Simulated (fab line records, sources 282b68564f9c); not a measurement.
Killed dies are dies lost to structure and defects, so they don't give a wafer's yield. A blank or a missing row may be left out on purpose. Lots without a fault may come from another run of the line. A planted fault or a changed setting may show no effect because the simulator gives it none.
fab line records | flow rit_cmos | part 2 of 2: steps 37 to 48 of 48
record lots=5 wafers=15 last_day=6
route steps=202 shown GATE@85 REOX@98 NLDD@103 PLDD@114 SPACER@125 NSD@131
lots that met no fault: from a run of the same line without faults
start_h: hours from the record's first day to the start of the lot's first wafer shown | wait_h: hours since the lot's step before | " the same as in the row above | L1.1+2: a row that stands for several wafers | - no value, or no start given | * or withheld: withheld | < > ~ a bound
route shown NAME@n: a module of which the file shows steps, and the number in the route of the first | usual: mean/standard deviation of fault-free wafers | same: alike in all rows | chamber/n: place in a boat | sites: the reading at each site | _std_site: their standard deviation | _edge_site: outer sites' mean less inner sites' | radius_mm: how far each site lies from the wafer's centre | mask NAME#n: copy n | behind: the tool/chamber that last shaped the wafer | hold: why the lot was held/for how many hours/how that ended | device: the transistor (n, p or np) that didn't switch | end of line: the same wafers' tests at the end of the route | a step without rows: its recipe alone | killed: dies lost to structure and defects at the first sort, not the wafer's yield | map: a wafer's dies, x killed, . not, _ none there
set.NAME: the setting as run; set.NAME@STEP: as run at that earlier step | model.NAME: the simulator's own value behind a step, which no gauge read
lots at some steps of the route; a table a step, a row a wafer
services: from which hour (start_h, from the record's first day; less than 0 if before it) a tool's chamber was out of use, for how many hours, and why
## steps
# step RIT_PLDD_HARDBAKE_07
# recipe resist=NOVOLAK temp_c=140 time_s=60
# columns lot.wafer tool chamber start_h wait_h
L078.1+2+3 litho_track-03 0 68.52 0.1
L079.3+4+5 litho_track-04 0 70.78 0.1
L080.1+2+3 litho_track-04 0 75.25 0.0
L087.3+4+5 litho_track-04 0 112.34 0.1
L092.3+5+6 litho_track-01 0 137.75 0.1
# step RIT_PLDD_IMPLANT_08
# recipe species=BF2 energy_kev=20 dose_cm2=9e+14 tilt_deg=7
# columns lot.wafer tool chamber start_h wait_h
L078.1+2+3 implanter-04 0 68.67 0.1
L079.3+4+5 implanter-01 0 70.93 0.1
L080.1+2+3 implanter-01 0 75.40 0.1
L087.3+4+5 implanter-01 0 112.49 0.1
L092.3+5+6 implanter-03 0 137.90 0.1
# step RIT_PLDD_STRIP_09
# recipe chemistry=O2 time_s=180 resist=NOVOLAK platen_temp_c=withheld power_w=500 pressure_mtorr=4000 o2_flow_sccm=4000
# usual chamber_pressure_mTorr=4000/3.8 drypump_motor_current_A=5.4/0.37 rf_refl_power_W=6.0/1.1
# columns lot.wafer tool chamber start_h wait_h chamber_pressure_mTorr drypump_motor_current_A rf_hours_counter_h rf_refl_power_W
L078.1 plasma_asher-02 1 68.82 0.1 4003 4.9 41 6.8
L078.2 " 0 " " 3999 5.6 41 4.5
L078.3 " 0 " " 4001 5.6 - 4.5
L079.3 plasma_asher-04 1 71.09 0.1 3998 5.2 - 7.8
L079.4 " 0 " " 4001 6.1 - 5.3
L079.5 " 1 " " 4000 5.3 - 8.1
L080.1 plasma_asher-02 1 75.55 0.1 3995 4.9 42 6.7
L080.2 " 0 " " 4000 5.6 42 4.5
L080.3 " 1 " " 3997 4.9 - 6.7
L087.3 plasma_asher-04 1 112.65 0.1 4002 5.3 - 7.2
L087.4 " 0 " " 3999 6.1 - 6.2
L087.5 " 0 " " 4002 6.1 - 5.9
L092.3 plasma_asher-03 0 138.06 0.1 4005 5.1 - 6.7
L092.5 " 1 " " 4007 5.5 - 5.1
L092.6 " 0 " " 3996 5.1 - 6.9
# step RIT_PLDD_TW_MEAS_10
# usual PLDD_TW=2348/13
# columns lot.wafer tool chamber start_h wait_h PLDD_TW
L078.1 film_metro-04 - 68.99 0.1 2363
L078.2 " - " " 2366
L078.3 " - " " 2368
L079.3 film_metro-04 - 71.23 0.1 2344
L079.4 " - " " 2361
L079.5 " - " " 2362
L080.1 film_metro-04 - 75.73 0.1 2376
L080.2 " - " " 2359
L080.3 " - " " 2359
L087.3 film_metro-04 - 112.78 0.1 2356
L087.4 " - " " 2348
L087.5 " - " " 2351
L092.3 film_metro-02 - 138.20 0.1 2348
L092.5 " - " " 2344
L092.6 " - " " 2333
# step RIT_SPACER_CLEAN_00
# recipe chemistry=SC1 mix=3:3:50 time_s=600 temp_c=75
# columns lot.wafer tool chamber start_h wait_h
L078.1+2+3 wet_bench-01 3 69.05 0.1
L079.3+4+5 wet_bench-02 3 71.27 0.0
L080.1+2+3 wet_bench-02 3 75.79 0.1
L087.3+4+5 wet_bench-02 2 112.82 0.0
L092.3+5+6 wet_bench-03 3 138.24 0.0
# step RIT_SPACER_CLEAN_01
# recipe chemistry=dHF dilution=50:1 time_s=30
# columns lot.wafer tool chamber start_h wait_h
L078.1+2+3 wet_bench-03 3 69.24 0.0
L079.3+4+5 wet_bench-01 0 71.46 0.0
L080.1+2+3 wet_bench-03 1 75.96 0.0
L087.3+4+5 wet_bench-03 3 113.01 0.0
L092.3+5+6 wet_bench-01 3 138.41 0.0
# step RIT_SPACER_CLEAN_02
# recipe chemistry=SC2 mix=3:3:50 time_s=600 temp_c=75 dry=n2_spin
# columns lot.wafer tool chamber start_h wait_h
L078.1+2+3 wet_bench-02 1 69.27 0.0
L079.3+4+5 wet_bench-02 3 71.47 0.0
L080.1+2+3 wet_bench-02 0 75.98 0.0
L087.3+4+5 wet_bench-01 0 113.03 0.0
L092.3+5+6 wet_bench-02 3 138.45 0.0
# step RIT_SPACER_CVD_03
# recipe material=Si3N4 target_thk_nm=250 temp_c=810 precursor=SiH2Cl2/NH3 time_s=3300 pressure_mtorr=300 sih2cl2_flow_sccm=60 nh3_flow_sccm=150
# usual zone_power_load_pct=20.0/1.8
# columns lot.wafer tool chamber start_h wait_h zone_power_load_pct
L078.1 lpcvd-01 1 69.47 0.0 21.3
L078.2 " 1 " " 21.8
L078.3 " 1 " " 21.2
L079.3 lpcvd-02 1 71.67 0.0 20.9
L079.4 " 1 " " 21.0
L079.5 " 1 " " 20.5
L080.1 lpcvd-01 1 76.16 0.0 20.9
L080.2 " 1 " " 21.1
L080.3 " 1 " " 21.4
L087.3 lpcvd-01 1 113.21 0.0 21.4
L087.4 " 1 " " 21.8
L087.5 " 1 " " 21.7
L092.3 lpcvd-01 1 138.62 0.0 21.4
L092.5 " 1 " " 21.4
L092.6 " 1 " " 21.3
# step RIT_SPACER_THK_MEAS_04
# recipe reads=Si3N4_of_SPACER_CVD_03
# usual SPACER_NITRIDE_THK=251.7/2.5
# columns lot.wafer tool chamber start_h wait_h SPACER_NITRIDE_THK[nm]
L078.1 film_metro-01 - 71.38 0.0 251.4
L078.2 " - " " 250.9
L078.3 " - " " 252.9
L079.3 film_metro-04 - 73.60 0.0 249.5
L079.4 " - " " 249.4
L079.5 " - " " 249.5
L080.1 film_metro-02 - 78.07 0.0 249.5
L080.2 " - " " 248.8
L080.3 " - " " 248.9
L087.3 film_metro-01 - 115.14 0.0 249.8
L087.4 " - " " 247.3
L087.5 " - " " 249.9
L092.3 film_metro-02 - 140.56 0.0 249.3
L092.5 " - " " 249.6
L092.6 " - " " 249.3
# step RIT_SPACER_ETCHBACK_05
# recipe target_depth_a=2500 SF6_flow_sccm=30 CHF3_flow_sccm=30 target=Si3N4 chemistry=SF6/CHF3 pressure_mtorr=40 rf_w=250 time_s=240 stop_on=SiO2
# usual chamber_pressure_mTorr=40.00/0.037 drypump_motor_current_A=5.8/0.36 oes_product_au=0.849/0.015 throttle_valve_pct=10.35/0.19
# columns lot.wafer tool chamber start_h wait_h chamber_pressure_mTorr drypump_motor_current_A oes_product_au rf_hours_counter_h throttle_valve_pct
L078.1 rie_diel-01 0 71.44 0.1 40.02 5.7 0.829 39 10.59
L078.2 " 2 " " 40.02 6.0 0.862 142 10.25
L078.3 " 1 " " 40.02 5.5 0.863 47 10.34
L079.3 rie_diel-04 0 73.64 0.0 39.95 6.0 0.834 91 10.46
L079.4 " 2 " " 40.00 5.4 0.853 120 10.21
L079.5 " 1 " " 40.01 6.6 0.848 - 10.18
L080.1 rie_diel-01 0 78.13 0.1 40.01 5.7 0.817 39 10.60
L080.2 " 1 " " 39.98 5.5 0.850 47 10.31
L080.3 " 3 " " 39.99 5.3 0.846 22 10.61
L087.3 rie_diel-01 2 115.18 0.0 39.99 6.0 0.862 143 10.24
L087.4 " 1 " " 39.96 5.4 0.859 47 10.31
L087.5 " 1 " " 39.95 5.4 0.856 - 10.31
L092.3 rie_diel-04 3 140.60 0.0 39.97 5.9 0.831 54 10.20
L092.5 " 2 " " 39.99 5.4 0.855 - 10.20
L092.6 " 1 " " 40.05 6.5 0.855 - 10.19
# step RIT_NSD_HMDS_00
# recipe prime_time_s=60 prime_temp_c=140
# same prime_time_s=60
# columns lot.wafer tool chamber start_h wait_h
L078.1+2+3 litho_track-01 0 71.59 0.1
L079.3+4+5 litho_track-02 0 73.84 0.1
L080.1+2+3 litho_track-02 0 78.28 0.1
L087.3+4+5 litho_track-01 0 115.38 0.1
L092.3+5+6 litho_track-02 0 140.80 0.1
# step RIT_NSD_COAT_01
# recipe resist=NOVOLAK spin_rpm=3250 resist_thk_nm=1000
# columns lot.wafer tool chamber start_h wait_h
L078.1+2+3 litho_track-01 0 71.74 0.1
L079.3+4+5 litho_track-02 0 73.99 0.1
L080.1+2+3 litho_track-02 0 78.43 0.1
L087.3+4+5 litho_track-01 0 115.53 0.1
L092.3+5+6 litho_track-02 0 140.95 0.1
## services
# columns tool chamber start_h hours kind
wet_bench-01 - 41.14 2.9 repair
rie_diel-01 - 54.27 2.8 pm
rie_diel-01 1 57.85 2.4 repair
furnace-02 - 62.14 2.9 pm
furnace-02 - 65.08 3.3 pm
implanter-03 - 67.24 5.5 repair
rie_si-01 1 68.54 6.2 repair
iline_stepper-02 - 72.14 4.4 pm
implanter-04 - 72.57 1.8 repair
plasma_asher-02 - 75.76 0.5 repair
rie_si-02 3 78.18 1.3 repair
rie_diel-01 2 78.85 6.7 repair
lpcvd-02 - 79.42 28.1 pm
furnace-04 - 80.28 2.5 repair
implanter-04 - 81.14 3.6 pm
plasma_asher-01 - 81.88 3.2 repair
rie_diel-04 - 91.95 0.8 repair
furnace-01 - 102.05 4.2 pm
iline_stepper-02 - 102.30 0.7 repair
plasma_asher-01 - 108.75 9.0 pm
plasma_asher-01 - 110.76 0.7 repair
rie_diel-01 2 117.91 7.0 repair
plasma_asher-02 - 124.14 9.8 repair
rie_diel-01 - 129.66 14.6 pm
